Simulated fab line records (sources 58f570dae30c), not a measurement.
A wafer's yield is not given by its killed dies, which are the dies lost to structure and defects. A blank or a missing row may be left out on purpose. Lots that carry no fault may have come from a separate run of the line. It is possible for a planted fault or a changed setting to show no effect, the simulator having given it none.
What tool caused it? || flow berkeley cmos170 || 15 lots with 45 wafers sampled at 2 steps, on a route of 331 steps

## WHAT THE GAUGES READ, wafer by wafer
UCB170_SDANNEAL_RS_MEAS_04: the measuring method here is four-point-probe. Usual: PLDD_RS 1031.4 ohm/sq, standard deviation 2.3.
{"lot": "L898", "measured": "day 7 08:43", "on": "film metro-04", "PLDD_RS (ohm/sq)": "1028.3 1030.0 1028.8", "flag": ""}
{"lot": "L899", "measured": "day 7 11:05", "on": "film metro-04", "PLDD_RS (ohm/sq)": "1036.1 1034.8 1035.0", "flag": ""}
{"lot": "L900", "measured": "day 7 10:49", "on": "film metro-01", "PLDD_RS (ohm/sq)": "1032.0 1028.5 1028.7", "flag": ""}
{"lot": "L903", "measured": "day 8 07:47", "on": "film metro-02", "PLDD_RS (ohm/sq)": "1030.3 1034.9 1032.6", "flag": ""}
{"lot": "L904", "measured": "day 8 08:17", "on": "film metro-04", "PLDD_RS (ohm/sq)": "1032.2 1030.3 1030.5", "flag": ""}
{"lot": "L905", "measured": "day 8 08:16", "on": "film metro-01", "PLDD_RS (ohm/sq)": "1033.7 1033.5 1032.2", "flag": ""}
{"lot": "L906", "measured": "day 8 17:28", "on": "film metro-02", "PLDD_RS (ohm/sq)": "1032.7 1030.8 1030.2", "flag": ""}
{"lot": "L907", "measured": "day 9 05:55", "on": "film metro-02", "PLDD_RS (ohm/sq)": "1029.8 1034.0 1028.8", "flag": ""}
{"lot": "L908", "measured": "day 9 04:58", "on": "film metro-04", "PLDD_RS (ohm/sq)": "1036.1 1032.4 1031.5", "flag": ""}
{"lot": "L911", "measured": "day 9 04:31", "on": "film metro-01", "PLDD_RS (ohm/sq)": "1032.7 1031.2 1031.0", "flag": ""}
{"lot": "L914", "measured": "day 10 10:23", "on": "film metro-02", "PLDD_RS (ohm/sq)": "989.8 989.0 989.8", "flag": "OFF"}
{"lot": "L915", "measured": "day 10 10:11", "on": "film metro-04", "PLDD_RS (ohm/sq)": "986.1 986.1 989.7", "flag": "OFF"}
{"lot": "L916", "measured": "day 10 10:00", "on": "film metro-01", "PLDD_RS (ohm/sq)": "987.1 989.2 987.7", "flag": "OFF"}
{"lot": "L919", "measured": "day 10 20:13", "on": "film metro-02", "PLDD_RS (ohm/sq)": "1033.6 1030.9 1031.1", "flag": ""}
{"lot": "L920", "measured": "day 11 10:10", "on": "film metro-04", "PLDD_RS (ohm/sq)": "1030.2 1032.3 1033.6", "flag": ""}

## EACH LOT AND THE TOOL THAT RAN IT (in order: tool; ch and the chambers of the sampled wafers; start)
{"lot": "L898", "UCB170_SPACER_ANNEAL_02": "furnace-02 ch 0, day 7 02:12"}
{"lot": "L899", "UCB170_SPACER_ANNEAL_02": "furnace-02 ch 0, day 7 02:12"}
{"lot": "L900", "UCB170_SPACER_ANNEAL_02": "furnace-02 ch 0, day 7 02:12"}
{"lot": "L903", "UCB170_SPACER_ANNEAL_02": "furnace-01 ch 0, day 8 01:08"}
{"lot": "L904", "UCB170_SPACER_ANNEAL_02": "furnace-01 ch 0, day 8 01:08"}
{"lot": "L905", "UCB170_SPACER_ANNEAL_02": "furnace-01 ch 0, day 8 01:08"}
{"lot": "L906", "UCB170_SPACER_ANNEAL_02": "furnace-04 ch 0, day 8 09:24"}
{"lot": "L907", "UCB170_SPACER_ANNEAL_02": "furnace-02 ch 0, day 8 21:25"}
{"lot": "L908", "UCB170_SPACER_ANNEAL_02": "furnace-02 ch 0, day 8 21:25"}
{"lot": "L911", "UCB170_SPACER_ANNEAL_02": "furnace-02 ch 0, day 8 21:25"}
{"lot": "L914", "UCB170_SPACER_ANNEAL_02": "furnace-02 ch 0, day 10 02:20"}
{"lot": "L915", "UCB170_SPACER_ANNEAL_02": "furnace-02 ch 0, day 10 02:20"}
{"lot": "L916", "UCB170_SPACER_ANNEAL_02": "furnace-02 ch 0, day 10 02:20"}
{"lot": "L919", "UCB170_SPACER_ANNEAL_02": "furnace-01 ch 0, day 10 12:40"}
{"lot": "L920", "UCB170_SPACER_ANNEAL_02": "furnace-01 ch 0, day 11 02:43"}
- UCB170_SPACER_ANNEAL_02: time 1800 s.

## AS READ BY THE TOOLS THEMSELVES (means over the sampled wafers that have a number; for cases with no such wafer, the mark the record gives instead)
UCB170_SPACER_ANNEAL_02. Usual: spike tc centre C 902.0 C, standard deviation 1.1; spike tc load C 922.7 C, standard deviation 2.8; spike tc source C 923 C, standard deviation 3.3; tube center temp C 900 C, standard deviation 0.073; tube_center_temp_C_max 902.3, standard deviation 0.36.
{"lot": "L898", "tool": "furnace-02", "spike tc centre C (C)": 902.1, "spike tc load C (C)": 924.8, "spike tc source C (C)": 925, "tube center temp C (C)": 900, "tube_center_temp_C_max": 902.2, "flag": ""}
{"lot": "L899", "tool": "furnace-02", "spike tc centre C (C)": 901.1, "spike tc load C (C)": 923.5, "spike tc source C (C)": 925, "tube center temp C (C)": 900, "tube_center_temp_C_max": 902.2, "flag": ""}
{"lot": "L900", "tool": "furnace-02", "spike tc centre C (C)": 900.9, "spike tc load C (C)": 924.9, "spike tc source C (C)": 925, "tube center temp C (C)": 900, "tube_center_temp_C_max": 902.4, "flag": ""}
{"lot": "L903", "tool": "furnace-01", "spike tc centre C (C)": 902.5, "spike tc load C (C)": 919.0, "spike tc source C (C)": 918, "tube center temp C (C)": 900, "tube_center_temp_C_max": 902.0, "flag": ""}
{"lot": "L904", "tool": "furnace-01", "spike tc centre C (C)": 902.8, "spike tc load C (C)": 920.1, "spike tc source C (C)": 919, "tube center temp C (C)": 900, "tube_center_temp_C_max": 902.4, "flag": ""}
{"lot": "L905", "tool": "furnace-01", "spike tc centre C (C)": 901.5, "spike tc load C (C)": 920.7, "spike tc source C (C)": 919, "tube center temp C (C)": 900, "tube_center_temp_C_max": 902.4, "flag": ""}
{"lot": "L906", "tool": "furnace-04", "spike tc centre C (C)": 903.2, "spike tc load C (C)": 928.9, "spike tc source C (C)": 922, "tube center temp C (C)": 900, "tube_center_temp_C_max": 902.5, "flag": ""}
{"lot": "L907", "tool": "furnace-02", "spike tc centre C (C)": 901.6, "spike tc load C (C)": 923.0, "spike tc source C (C)": 925, "tube center temp C (C)": 900, "tube_center_temp_C_max": 902.1, "flag": ""}
{"lot": "L908", "tool": "furnace-02", "spike tc centre C (C)": 901.6, "spike tc load C (C)": 925.1, "spike tc source C (C)": 927, "tube center temp C (C)": 900, "tube_center_temp_C_max": 902.5, "flag": ""}
{"lot": "L911", "tool": "furnace-02", "spike tc centre C (C)": 900.7, "spike tc load C (C)": 924.1, "spike tc source C (C)": 925, "tube center temp C (C)": 900, "tube_center_temp_C_max": 902.6, "flag": ""}
{"lot": "L914", "tool": "furnace-02", "spike tc centre C (C)": 914.4, "spike tc load C (C)": 935.3, "spike tc source C (C)": 937, "tube center temp C (C)": 912, "tube_center_temp_C_max": 914.1, "flag": "OFF"}
{"lot": "L915", "tool": "furnace-02", "spike tc centre C (C)": 913.3, "spike tc load C (C)": 935.6, "spike tc source C (C)": 938, "tube center temp C (C)": 912, "tube_center_temp_C_max": 913.7, "flag": "OFF"}
{"lot": "L916", "tool": "furnace-02", "spike tc centre C (C)": 913.1, "spike tc load C (C)": 935.6, "spike tc source C (C)": 938, "tube center temp C (C)": 912, "tube_center_temp_C_max": 914.1, "flag": "OFF"}
{"lot": "L919", "tool": "furnace-01", "spike tc centre C (C)": 902.4, "spike tc load C (C)": 918.7, "spike tc source C (C)": 920, "tube center temp C (C)": 900, "tube_center_temp_C_max": 902.4, "flag": ""}
{"lot": "L920", "tool": "furnace-01", "spike tc centre C (C)": 902.3, "spike tc load C (C)": 919.7, "spike tc source C (C)": 918, "tube center temp C (C)": 900, "tube_center_temp_C_max": 902.4, "flag": ""}

## THE ANSWER, worked out from the rows above alone
Rule: a lot counts as off when the mean over its wafers that have a number is more than 3 standard deviations away from the usual mean. Also off: a lot with no number at a reading for which 4 or more lots have one. The other lots that the step has rows for count as sound. The gauges are gone through in route order, then the tools' own readings, and for those a lot's mean is taken as printed above. At the first step where some lot is off, the reading lying furthest off is the one used; lots without a number count as furthest.
Off: L914, L915, L916, seen at UCB170_SDANNEAL_RS_MEAS_04 (PLDD_RS).
A tool fits if, at a process step before that reading, it ran every lot that is off, and no sound lot after the first of them. The gauges at UCB170_SDANNEAL_RS_MEAS_04 aren't tried: what is off there is off at UCB170_SPACER_ANNEAL_02 too, on other tools, and a gauge's error can't cause that. One candidate fits, namely furnace-02 at UCB170_SPACER_ANNEAL_02. A fault onset in the window from L907 (day 8 21:25, its last sound lot) to L914 (day 10 02:20, its first lot off) fits.
The tool's own readings at UCB170_SPACER_ANNEAL_02 bear it out: on the lots that are off they differ by more than 5 times the standard deviation of the sound lots' means. spike tc centre C reads 913.6 C there against 901.9 C on the sound lots; tube center temp C reads 912 C there against 900 C on the sound lots; tube_center_temp_C_max reads 914.0 there against 902.3 on the sound lots.

## WHAT THE SIMULATOR PUT IN
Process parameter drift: furnace-02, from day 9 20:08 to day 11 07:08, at UCB170_SPACER_ANNEAL_02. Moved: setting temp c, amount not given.
Lots struck among those shown: L916, L915, L914. Same finding as the rule above.
